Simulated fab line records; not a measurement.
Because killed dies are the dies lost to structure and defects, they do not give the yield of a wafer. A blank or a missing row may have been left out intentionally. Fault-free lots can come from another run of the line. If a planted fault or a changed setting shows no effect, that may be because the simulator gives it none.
2 desks, one fault -- flow berkeley cmos170 -- only its own numbers are on each desk; what lay behind them is given at the end

## AT THE METROLOGY DESK
What the gauges read for every lot (on any tool): the sampled wafers with a number, averaged. Any lot whose mean is over 4 standard deviations away from the usual mean is out of limits and marked OUT; that distance is given in the brackets. Of its 11 readings 7 are shown: the one that was out of limits first, and those that lie furthest out on some lot.
Columns: A = cd nm at UCB170_M2_CD_MEAS_15, usual 700.4 nm; B = M2_OVL at UCB170_M2_OVL_MEAS_16, usual -1 nm; C = V2_TEOS_THK at UCB170_V2_THK_MEAS_01, usual 2004 nm; D = V2_BOW at UCB170_V2_BOW_MEAS_03, usual 35 um; E = V2_POLISHED_THK at UCB170_V2_THK_MEAS_04, usual 999.9 nm; F = M3_AL_RS at UCB170_M3_RS_MEAS_02, usual 0.0311 ohm/sq; G = M3_AL_THK at UCB170_M3_THK_MEAS_03, usual 927 nm
lot,first seen here,A,B,C,D,E,F,G
L847,day 7 11:57,701.7,-2,1977,38,998.8,0.0314,921
L849,day 8 06:36,700.7,-2,2014,32,1000.2,0.0315,917
L860,day 10 23:34,700.5,-7,2000,28,834.0 (-99 or more) OUT,0.0309,935
L862,day 11 08:28,700.4,9,1986,36,1000.5,0.0308,937
L861,day 11 08:48,698.6,-0,2030,36,915.8 (-76) OUT,0.0311,913
L865,day 11 16:13,702.3,-8,2007,31,1000.9,0.0309,936
This desk's finding: out of limits on L860, L861; first on L860, day 11 00:47 (V2_POLISHED_THK at UCB170_V2_THK_MEAS_04). In limits: L847, L849, L862, L865.

## THE TOOL OWNER'S DESK: cmp-02
The tool's own readings at UCB170_V2_CMP_02 (polishes SiO2): means of the sampled wafers that have a number, for each lot that ran on this tool. Any lot whose mean is over 4 standard deviations away from the usual mean is out of limits and marked OUT; that distance is given in the brackets.
Columns: A = motor current A at UCB170_V2_CMP_02, usual 16.7 A
lot,first seen here,A
L847,day 7 12:48,16.7
L849,day 8 07:32,17.1
L860,day 11 00:24,17.0
L861,day 11 09:44,18.0
This desk's verdict: no lot among the 4 shows anything out of limits.

## BROUGHT TOGETHER
At day 11 00:47 the metrology desk could have sounded an alarm, on L860, L861.
The desk of the tool owner found nothing out of limits.
Tool owner's desk: L860, L861 on record, inside its limits.
All the named lots went through UCB170_V2_CMP_02 on cmp-02.

## WHAT THE SIMULATOR PUT IN
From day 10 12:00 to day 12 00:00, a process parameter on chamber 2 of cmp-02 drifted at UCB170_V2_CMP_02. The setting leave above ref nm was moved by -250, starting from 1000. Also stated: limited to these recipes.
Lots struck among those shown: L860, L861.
Delay in hours, fault start to first out-of-limits reading, per desk: metrology desk 13.
